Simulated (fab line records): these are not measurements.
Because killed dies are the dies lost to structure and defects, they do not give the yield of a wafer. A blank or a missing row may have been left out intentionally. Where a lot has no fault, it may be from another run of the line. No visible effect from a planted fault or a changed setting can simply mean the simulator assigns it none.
Struck lot and sound lot, side by side + flow rit_cmos + 43 out of 202 route steps
Sound: these wafers, L438.2, L438.3, L438.6. Struck: wafer L447.1. (L447.3, L447.6 of the same lot were not struck and are left out.) The cause comes at the end.
At each step with rows: each side's tool, then ch and its chambers, then its first start. Under that, the readings that differ: sound wafers + struck wafers + difference of the means + sigmas: that difference in standard deviations of wafers without a fault.
alike: words and numbers the same on both sides, and readings whose means are apart by under 2 such deviations; not compared: readings that were withheld, readings missing a value for some wafer, numbers with overlapping values and no deviation given by the record, and bounds like >300 which may hide the same value.
A row with sigmas, a row that says differs or no value, or rows on one side alone: a step with any of these is where the two part. Numbers that don't overlap but have no deviation are shown without sigmas and don't part them. A reading missing from all wafers of one side parts the sides only when that side holds two or more wafers.

first, 1 step without rows for these wafers: RIT_NWELL_IMPLANT_08.
RIT_NWELL_STRIP_09: strips in O2, time 180 s.
  sound on plasma_asher-04 ch 1, day 1 21:44; struck on plasma_asher-02 ch 0, day 3 20:40
  alike: drypump_motor_current_A
  not compared: rf_hours_counter_h
RIT_NWELL_TW_MEAS_10:
  sound: film_metro-03 at day 1 21:55; struck: film_metro-02 at day 3 20:50
  alike: NWELL_TW
then, 6 steps without rows for these wafers: RIT_PWELL_HMDS_00 (prime time 60 s); RIT_PWELL_COAT_01 (resist thk 1300 nm); RIT_PWELL_SOFTBAKE_02 (time 60 s); RIT_PWELL_EXPOSE_03 (exposes mask M3, target cd 43700 nm); RIT_PWELL_PEB_04; RIT_PWELL_DEVELOP_05 (develop time 68 s).
RIT_PWELL_OVL_MEAS_06:
  sound: overlay-01 at day 1 22:53; struck: overlay-01 at day 3 21:55
  alike: PWELL_OVL
then, 2 steps without rows for these wafers: RIT_PWELL_HARDBAKE_07 (time 120 s); RIT_PWELL_IMPLANT_08.
RIT_PWELL_STRIP_09: strips in O2, time 180 s.
  sound on plasma_asher-04 ch 0,1, day 1 23:19; struck on plasma_asher-01 ch 0, day 3 22:28
| reading                     | sound       | struck | difference | sigmas |
|-----------------------------|-------------|--------|------------|--------|
| drypump_motor_current_A (A) | 5.9 5.8 5.8 | 4.8    | -1.0       | -2     |
  not compared: rf_hours_counter_h
RIT_PWELL_TW_MEAS_10:
  sound: film_metro-01 at day 1 23:30; struck: film_metro-01 at day 3 22:38
  alike: PWELL_TW
then, 1 step without rows for these wafers: RIT_WELLDRIVE_ANNEAL_00 (time 14700 s).
RIT_WELLDRIVE_RS_MEAS_01: uses a four-point probe to measure.
  sound: film_metro-01 at day 2 05:17; struck: film_metro-02 at day 4 05:08
| reading           | sound             | struck | difference | sigmas |
|-------------------|-------------------|--------|------------|--------|
| NWELL_RS (ohm/sq) | 279.8 279.0 279.7 | 277.9  | -1.6       | -2     |
RIT_WELLDRIVE_RS_MEAS_02: uses a four-point probe to measure.
  sound: film_metro-01 at day 2 05:24; struck: film_metro-02 at day 4 05:16
  alike: PWELL_RS
then, 6 steps without rows for these wafers: RIT_NRETRO_HMDS_00 (prime time 60 s); RIT_NRETRO_COAT_01 (resist thk 1300 nm); RIT_NRETRO_SOFTBAKE_02 (time 60 s); RIT_NRETRO_EXPOSE_03 (exposes mask M4, target cd 43900 nm); RIT_NRETRO_PEB_04; RIT_NRETRO_DEVELOP_05 (develop time 68 s).
RIT_NRETRO_OVL_MEAS_06:
  sound: overlay-02 at day 2 06:31; struck: overlay-02 at day 4 06:23
  alike: NRETRO_OVL
then, 2 steps without rows for these wafers: RIT_NRETRO_HARDBAKE_07 (time 120 s); RIT_NRETRO_IMPLANT_08.
RIT_NRETRO_STRIP_09: strips in O2, time 180 s.
  sound on plasma_asher-03 ch 0,1, day 2 06:56; struck on plasma_asher-03 ch 1, day 4 06:49
  alike: drypump_motor_current_A
  not compared: rf_hours_counter_h
RIT_NRETRO_TW_MEAS_10:
  sound: film_metro-04 at day 2 07:08; struck: film_metro-02 at day 4 06:59
  alike: NRETRO_TW
then, 6 steps without rows for these wafers: RIT_PRETRO_HMDS_00 (prime time 60 s); RIT_PRETRO_COAT_01 (resist thk 1300 nm); RIT_PRETRO_SOFTBAKE_02 (time 60 s); RIT_PRETRO_EXPOSE_03 (exposes mask M5, target cd 43700 nm); RIT_PRETRO_PEB_04; RIT_PRETRO_DEVELOP_05 (develop time 68 s).
RIT_PRETRO_OVL_MEAS_06:
  sound: overlay-02 at day 2 08:11; struck: overlay-01 at day 4 08:06
  alike: PRETRO_OVL
then, 2 steps without rows for these wafers: RIT_PRETRO_HARDBAKE_07 (time 120 s); RIT_PRETRO_IMPLANT_08.
RIT_PRETRO_STRIP_09: strips in O2, time 180 s.
  sound on plasma_asher-03 ch 0,1, day 2 08:37; struck on plasma_asher-01 ch 1, day 4 08:32
  alike: drypump_motor_current_A
  not compared: rf_hours_counter_h
RIT_PRETRO_TW_MEAS_10:
  sound: film_metro-01 at day 2 08:49; struck: film_metro-04 at day 4 08:43
| reading   | sound       | struck | difference | sigmas |
|-----------|-------------|--------|------------|--------|
| PRETRO_TW | 482 484 481 | 474    | -8         | -2     |
then, 3 steps without rows for these wafers: RIT_GATE_WET_ETCH_00 (etches SiO2 in BOE, target depth 56 nm, time 62.62 s); RIT_GATE_CLEAN_01 (cleans in SC1, time 600 s); RIT_GATE_CLEAN_02 (cleans in dHF, time 30 s).
RIT_M1_PROBE_99:
  sound: prober-01 at day 3 11:57; struck: prober-01 at day 5 12:06
| reading             | sound | struck | difference | sigmas |
|---------------------|-------|--------|------------|--------|
| killed_at_contacts  | 1 0 1 | 0      | -1         | -2     |
| killed_at_front_end | 5 7 5 | 32     | +26        | +10    |
| killed_dies         | 6 7 6 | 32     | +26        | +10    |
  alike: killed_open, killed_short

## WHERE THEY PART
Last at RIT_M1_PROBE_99 as far as this record goes, first at RIT_PWELL_STRIP_09.

WHY: what had been put in by the simulator
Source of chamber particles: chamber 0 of plasma_asher-01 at RIT_PWELL_STRIP_09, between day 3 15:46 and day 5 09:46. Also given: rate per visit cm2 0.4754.
